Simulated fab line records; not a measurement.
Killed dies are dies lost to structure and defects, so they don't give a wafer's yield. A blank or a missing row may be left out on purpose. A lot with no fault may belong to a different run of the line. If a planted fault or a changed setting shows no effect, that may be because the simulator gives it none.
Which tool is to blame? / flow ritCmos / Sampling: 7 lots, 21 wafers, 2 of 202 route steps

WHAT EACH GAUGE READ, for each wafer
RIT_ACTIVE_THK_MEAS_02.
lot=L855; measured=day 1 17:46; on=filmMetro-04; ACTIVE_OXIDE_THK (nm)=47.2 47.2 47.5
lot=L858; measured=day 2 08:04; on=filmMetro-02; ACTIVE_OXIDE_THK (nm)=44.8 45.5 45.9
lot=L862; measured=day 3 04:03; on=filmMetro-03; ACTIVE_OXIDE_THK (nm)=46.1 46.8 46.4
lot=L865; measured=day 3 19:03; on=filmMetro-03; ACTIVE_OXIDE_THK (nm)=47.0 47.3 47.1
lot=L870; measured=day 4 20:03; on=filmMetro-04; ACTIVE_OXIDE_THK (nm)=47.7 47.9 47.3
lot=L874; measured=day 5 16:03; on=filmMetro-02; ACTIVE_OXIDE_THK (nm)=52.9 53.6 53.8
lot=L876; measured=day 6 03:02; on=filmMetro-03; ACTIVE_OXIDE_THK (nm)=47.7 47.9 47.5

TOOL THAT RAN EACH LOT (tool first, then ch and the chambers of the sampled wafers, then the start)
lot=L855; RIT_ACTIVE_OXIDATION_01=furnace-02 ch 0, day 1 15:50
lot=L858; RIT_ACTIVE_OXIDATION_01=furnace-04 ch 0, day 2 06:07
lot=L862; RIT_ACTIVE_OXIDATION_01=furnace-01 ch 0, day 3 02:07
lot=L865; RIT_ACTIVE_OXIDATION_01=furnace-04 ch 0, day 3 17:07
lot=L870; RIT_ACTIVE_OXIDATION_01=furnace-02 ch 0, day 4 18:07
lot=L874; RIT_ACTIVE_OXIDATION_01=furnace-02 ch 0, day 5 14:07
lot=L876; RIT_ACTIVE_OXIDATION_01=furnace-01 ch 0, day 6 01:07
- RIT_ACTIVE_OXIDATION_01: target thk 46.8 nm, ox time 3360 s.

THE ANSWER, worked out from the rows above alone
Rule: the lots themselves supply what counts as usual. Put in order of their means at a reading, lots are off if they are a third of the lots or fewer, leave a main group of 4 or more, and stand apart from it by a gap of 3 or more times the standard deviation of the main group's means; of several such gaps the widest counts. A main group is skipped when, at the precision printed for the reading in the tables above, its means are all equal. A lot without any number at a reading at which 4 lots or more have one is off too. The other lots that the step has rows for count as sound.
Off: L874, at RIT_ACTIVE_THK_MEAS_02 (ACTIVE_OXIDE_THK). The main group: mean 46.9 nm, standard deviation 0.8.
A tool fits if, at a process step before that reading, it ran every lot that is off, and no sound lot after the first of them. Those tools and the gauges at RIT_ACTIVE_THK_MEAS_02 are tried in the same way. Can't be told from this: 2 tools fit, furnace-02 at RIT_ACTIVE_OXIDATION_01, filmMetro-02 at RIT_ACTIVE_THK_MEAS_02.

WHAT THE SIMULATOR PUT IN
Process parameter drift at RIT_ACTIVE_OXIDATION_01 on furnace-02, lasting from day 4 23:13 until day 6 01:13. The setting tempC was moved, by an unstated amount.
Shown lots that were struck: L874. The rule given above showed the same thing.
